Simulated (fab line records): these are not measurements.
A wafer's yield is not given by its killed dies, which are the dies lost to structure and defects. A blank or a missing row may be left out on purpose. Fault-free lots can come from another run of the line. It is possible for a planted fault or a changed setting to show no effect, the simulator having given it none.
Lot-split experiment / flow rit_cmos / route with 202 steps; 3 lots, 15 wafers read

## SPLIT DETAILS
At RIT_PSD_IMPLANT_08, the setting energy_kev was moved away from the recipe's 27 on 6 of the 15 wafers read, by +5.2% to +5.7%. The other wafers ran this setting at the recipe's value.

## FROM THE SPLIT TO THE READING: what the file shows between them, 3 steps
- RIT_PSD_STRIP_09: strips in O2, time 180 s
- RIT_SDANNEAL_CLEAN_02: cleans in SC2, time 600 s
- RIT_SDANNEAL_RTA_03: time 5 s

## THE READING
Measured at RIT_SDANNEAL_RS_MEAS_04 by four-point probe: PSD_RS, in ohm/sq. A value of 115.87 ohm/sq with a standard deviation of 0.25 ohm/sq is what fault-free wafers of this fab line usually give.

wafer=L075.1; tool, chamber at the split=implanter-03, 0; energy_kev as run=27; against the recipe=recipe; PSD_RS, ohm/sq=115.81; against lot-mates on the recipe=-
wafer=L075.2; tool, chamber at the split=implanter-03, 0; energy_kev as run=28.53; against the recipe=+5.7%; PSD_RS, ohm/sq=112.25; against lot-mates on the recipe=-3.40
wafer=L075.3; tool, chamber at the split=implanter-03, 0; energy_kev as run=28.53; against the recipe=+5.7%; PSD_RS, ohm/sq=112.32; against lot-mates on the recipe=-3.33
wafer=L075.4; tool, chamber at the split=implanter-03, 0; energy_kev as run=27; against the recipe=recipe; PSD_RS, ohm/sq=115.59; against lot-mates on the recipe=-
wafer=L075.5; tool, chamber at the split=implanter-03, 0; energy_kev as run=27; against the recipe=recipe; PSD_RS, ohm/sq=115.56; against lot-mates on the recipe=-
wafer=L075.6; tool, chamber at the split=implanter-03, 0; energy_kev as run=28.53; against the recipe=+5.7%; PSD_RS, ohm/sq=112.36; against lot-mates on the recipe=-3.29
wafer=L079.1; tool, chamber at the split=implanter-04, 0; energy_kev as run=27; against the recipe=recipe; PSD_RS, ohm/sq=115.67; against lot-mates on the recipe=-
wafer=L079.4; tool, chamber at the split=implanter-04, 0; energy_kev as run=27; against the recipe=recipe; PSD_RS, ohm/sq=115.94; against lot-mates on the recipe=-
wafer=L079.6; tool, chamber at the split=implanter-04, 0; energy_kev as run=27; against the recipe=recipe; PSD_RS, ohm/sq=115.76; against lot-mates on the recipe=-
wafer=L082.1; tool, chamber at the split=implanter-04, 0; energy_kev as run=28.4; against the recipe=+5.2%; PSD_RS, ohm/sq=113.07; against lot-mates on the recipe=-2.67
wafer=L082.2; tool, chamber at the split=implanter-04, 0; energy_kev as run=27; against the recipe=recipe; PSD_RS, ohm/sq=115.71; against lot-mates on the recipe=-
wafer=L082.3; tool, chamber at the split=implanter-04, 0; energy_kev as run=27; against the recipe=recipe; PSD_RS, ohm/sq=115.84; against lot-mates on the recipe=-
wafer=L082.4; tool, chamber at the split=implanter-04, 0; energy_kev as run=28.4; against the recipe=+5.2%; PSD_RS, ohm/sq=113.03; against lot-mates on the recipe=-2.71
wafer=L082.5; tool, chamber at the split=implanter-04, 0; energy_kev as run=28.4; against the recipe=+5.2%; PSD_RS, ohm/sq=113.01; against lot-mates on the recipe=-2.73
wafer=L082.6; tool, chamber at the split=implanter-04, 0; energy_kev as run=27; against the recipe=recipe; PSD_RS, ohm/sq=115.66; against lot-mates on the recipe=-

THE FIT
A straight line over all 15 wafers: PSD_RS changes by -0.566 ohm/sq for each +1% of energy_kev; r = -0.99; the points scatter about the line by 0.18 ohm/sq.
The same after taking each lot's own level away (the mean of its wafers on the recipe; 15 wafers): -0.559 ohm/sq for each +1%; r = -1.00; scatter 0.15 ohm/sq.
The reading moves by 3.2 ohm/sq for the largest change in energy_kev, on that fit.
Measured against the standard deviation above, the lots' own levels, which go from 115.653 to 115.790 ohm/sq, span 0.5 times it.
The two slopes are in agreement: the lot-to-lot level therefore moves the slope only a little.
Check: for one of the wafers moved furthest among these (+5.7%), held out of the fit, the line's prediction against its lot-mates is -3.11 ohm/sq. Against them it came out at -3.4 ohm/sq.

## THE OTHER SPLITS THESE WAFERS WENT THROUGH
These wafers also went through other splits before the reading. Each is held against what the fit with the lots' levels taken away leaves over:
other split on the same wafers=RIT_ACTIVE_COAT_06 resist_thk_nm; wafers away from the commonest value=6; r with PSD_RS (lot level and that fit taken away)=-0.14
other split on the same wafers=RIT_GATE_DEVELOP_15 develop_time_s; wafers away from the commonest value=6; r with PSD_RS (lot level and that fit taken away)=+0.25
other split on the same wafers=RIT_PLDD_COAT_01 resist_thk_nm; wafers away from the commonest value=6; r with PSD_RS (lot level and that fit taken away)=+0.35

## THE WHOLE CHAIN: every reading that the file lists as answering this split, in the file's order
step=RIT_PSD_IMPLANT_08; what it does=; reading=implant.rp_nm (the simulator's own value, which no gauge read); change (the file's fit)=+0.171 nm for each +1% of the setting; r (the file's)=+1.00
step=RIT_PSD_IMPLANT_08; what it does=; reading=implant.drp_nm (the simulator's own value, which no gauge read); change (the file's fit)=+0.0841 nm for each +1% of the setting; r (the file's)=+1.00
step=RIT_SDANNEAL_RS_MEAS_04; what it does=measures by four-point-probe; reading=PSD_RS; change (the file's fit)=-0.559 for each +1% of the setting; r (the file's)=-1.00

## THE FILE'S OWN FIT
PSD_RS changes by -0.559 ohm/sq for each +1% of energy_kev, r = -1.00.
